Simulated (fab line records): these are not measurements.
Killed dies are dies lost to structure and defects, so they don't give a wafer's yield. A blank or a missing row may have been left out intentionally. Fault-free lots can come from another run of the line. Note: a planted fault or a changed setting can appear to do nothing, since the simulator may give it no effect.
The tool behind it: which one? | flow rit cmos | 42 wafers from 14 lots sampled at 2 of the route's 202 steps

WHAT EACH GAUGE READ, for each wafer
RIT_NRETRO_TW_MEAS_10. Usual: NRETRO_TW 1057, standard deviation 12.
lot  | measured    | on            | NRETRO_TW      | flag
L903 | day 2 12:43 | film metro-03 | 1048 1050 1053 |
L904 | day 2 16:28 | film metro-04 | 1043 1049 1044 |
L905 | day 2 22:31 | film metro-01 | 1069 1072 1065 |
L906 | day 3 05:20 | film metro-03 | 1057 1056 1050 |
L908 | day 3 15:36 | film metro-04 | 1039 1044 1046 |
L910 | day 3 23:19 | film metro-03 | 1054 1052 1056 |
L911 | day 4 04:16 | film metro-04 | 1044 1046 1045 |
L912 | day 4 09:21 | film metro-01 | 1075 1073 1070 |
L913 | day 4 16:00 | film metro-01 | 1075 1066 1073 |
L914 | day 5 04:38 | film metro-01 | 1071 1067 1074 |
L915 | day 5 09:23 | film metro-04 | 1048 1054 1054 |
L916 | day 5 11:17 | film metro-03 | 1046 1046 1053 |
L917 | day 5 16:02 | film metro-03 | 1047 1052 1047 |
L920 | day 6 02:43 | film metro-01 | 1075 1075 1081 |

RIT_REOX_THK_MEAS_04. Usual: REOX_OXIDE_THK 25.2 nm, standard deviation 0.53.
lot  | measured    | on            | REOX_OXIDE_THK (nm) | flag
L903 | day 3 01:12 | film metro-02 | 24.5 24.8 24.6      |
L904 | day 3 04:00 | film metro-02 | 25.3 24.6 25.0      |
L905 | day 3 11:16 | film metro-04 | 25.1 24.8 25.2      |
L906 | day 3 17:22 | film metro-01 | 24.3 24.6 25.0      |
L908 | day 4 04:00 | film metro-02 | 26.0 26.0 25.9      |
L910 | day 4 16:50 | film metro-02 | 26.4 26.4 26.8      |
L911 | day 4 22:50 | film metro-02 | 24.8 25.2 25.0      |
L912 | day 5 02:07 | film metro-02 | 25.3 24.9 25.2      |
L913 | day 5 05:59 | film metro-02 | 25.4 25.2 25.5      |
L914 | day 5 19:17 | film metro-02 | 24.7 24.5 24.3      |
L915 | day 5 19:16 | film metro-01 | 25.0 24.0 24.7      |
L916 | day 6 02:07 | film metro-02 | 24.9 25.2 24.9      |
L917 | day 6 06:52 | film metro-04 | 25.4 25.4 25.6      |
L920 | day 6 15:13 | film metro-02 | 25.1 25.2 24.9      |

WHAT TOOL EACH LOT RAN ON (gives the tool, then ch and the chambers of the sampled wafers, and finally the start)
The record holds no process step before these readings.

WHAT THE TOOLS THEMSELVES READ (means of the sampled wafers that have a number; where no wafer has one, the mark that the record gives instead)
The record holds no such reading with a usual standard deviation.

THE ANSWER, worked out from the rows above alone
Rule: a lot is off if the mean of its wafers that have a number lies more than 3 standard deviations from the usual mean. A lot without any number at a reading at which 4 lots or more have one is off too. The other lots that the step has rows for count as sound. The gauges are gone through in route order, then the tools' own readings, and for those a lot's mean is taken as printed above. The first step at which some lot is off is used, and at that step the reading that is off furthest; a lot without a number counts as furthest.
Across all readings shown, no lot is off: no conclusion can be drawn from this.

WHAT HAD BEEN PUT IN BY THE SIMULATOR
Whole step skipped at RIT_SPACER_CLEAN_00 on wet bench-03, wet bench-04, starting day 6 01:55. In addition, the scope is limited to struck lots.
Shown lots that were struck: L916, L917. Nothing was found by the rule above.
